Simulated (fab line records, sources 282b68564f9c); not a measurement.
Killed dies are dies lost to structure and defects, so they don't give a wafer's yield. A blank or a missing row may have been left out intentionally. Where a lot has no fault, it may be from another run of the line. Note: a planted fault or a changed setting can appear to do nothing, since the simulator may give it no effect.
What tool caused it? / flow rit-cmos / 6 lots, 18 wafers sampled, at 2 steps of a route of 202

== WHAT THE GAUGES READ, wafer by wafer ==
RIT_ACTIVE_THK_MEAS_04.
lot=L880; measured=day 1 23:52; on=film-metro-02; ACTIVE_NITRIDE_THK (nm)=152.2 151.4 152.2
lot=L882; measured=day 2 09:56; on=film-metro-04; ACTIVE_NITRIDE_THK (nm)=150.1 151.9 150.2
lot=L884; measured=day 2 19:32; on=film-metro-04; ACTIVE_NITRIDE_THK (nm)=149.7 149.6 149.2
lot=L891; measured=day 4 06:33; on=film-metro-03; ACTIVE_NITRIDE_THK (nm)=150.8 151.7 149.7
lot=L893; measured=day 4 17:51; on=film-metro-03; ACTIVE_NITRIDE_THK (nm)=147.3 148.1 146.7
lot=L900; measured=day 6 04:47; on=film-metro-03; ACTIVE_NITRIDE_THK (nm)=152.3 150.6 150.2

== TOOL THAT RAN EACH LOT (tool first, then ch and the chambers of the sampled wafers, then the start) ==
lot=L880; RIT_ACTIVE_CVD_03=lpcvd-02 ch 1, day 1 22:27
lot=L882; RIT_ACTIVE_CVD_03=lpcvd-02 ch 0, day 2 08:31
lot=L884; RIT_ACTIVE_CVD_03=lpcvd-02 ch 0, day 2 18:07
lot=L891; RIT_ACTIVE_CVD_03=lpcvd-02 ch 1, day 4 05:07
lot=L893; RIT_ACTIVE_CVD_03=lpcvd-01 ch 1, day 4 15:43
lot=L900; RIT_ACTIVE_CVD_03=lpcvd-01 ch 1, day 6 03:22
- RIT_ACTIVE_CVD_03: deposits Si3N4 from SiH2Cl2/NH3, target thk 150 nm, time 1500 s.

== THE ANSWER, worked out from the rows above alone ==
Rule: the lots themselves supply what counts as usual. Put in order of their means at a reading, lots are off if they are a third of the lots or fewer, leave a main group of 4 or more, and stand apart from it by a gap of 3 or more times the standard deviation of the main group's means; of several such gaps the widest counts. The tables above print the reading to a certain number of digits; a main group whose means all agree to those digits is not used. A lot without any number at a reading at which 4 lots or more have one is off too. The other lots that the step has rows for count as sound.
No lot is off at any reading shown: from this, nothing can be told.

== WHAT HAD BEEN PUT IN BY THE SIMULATOR ==
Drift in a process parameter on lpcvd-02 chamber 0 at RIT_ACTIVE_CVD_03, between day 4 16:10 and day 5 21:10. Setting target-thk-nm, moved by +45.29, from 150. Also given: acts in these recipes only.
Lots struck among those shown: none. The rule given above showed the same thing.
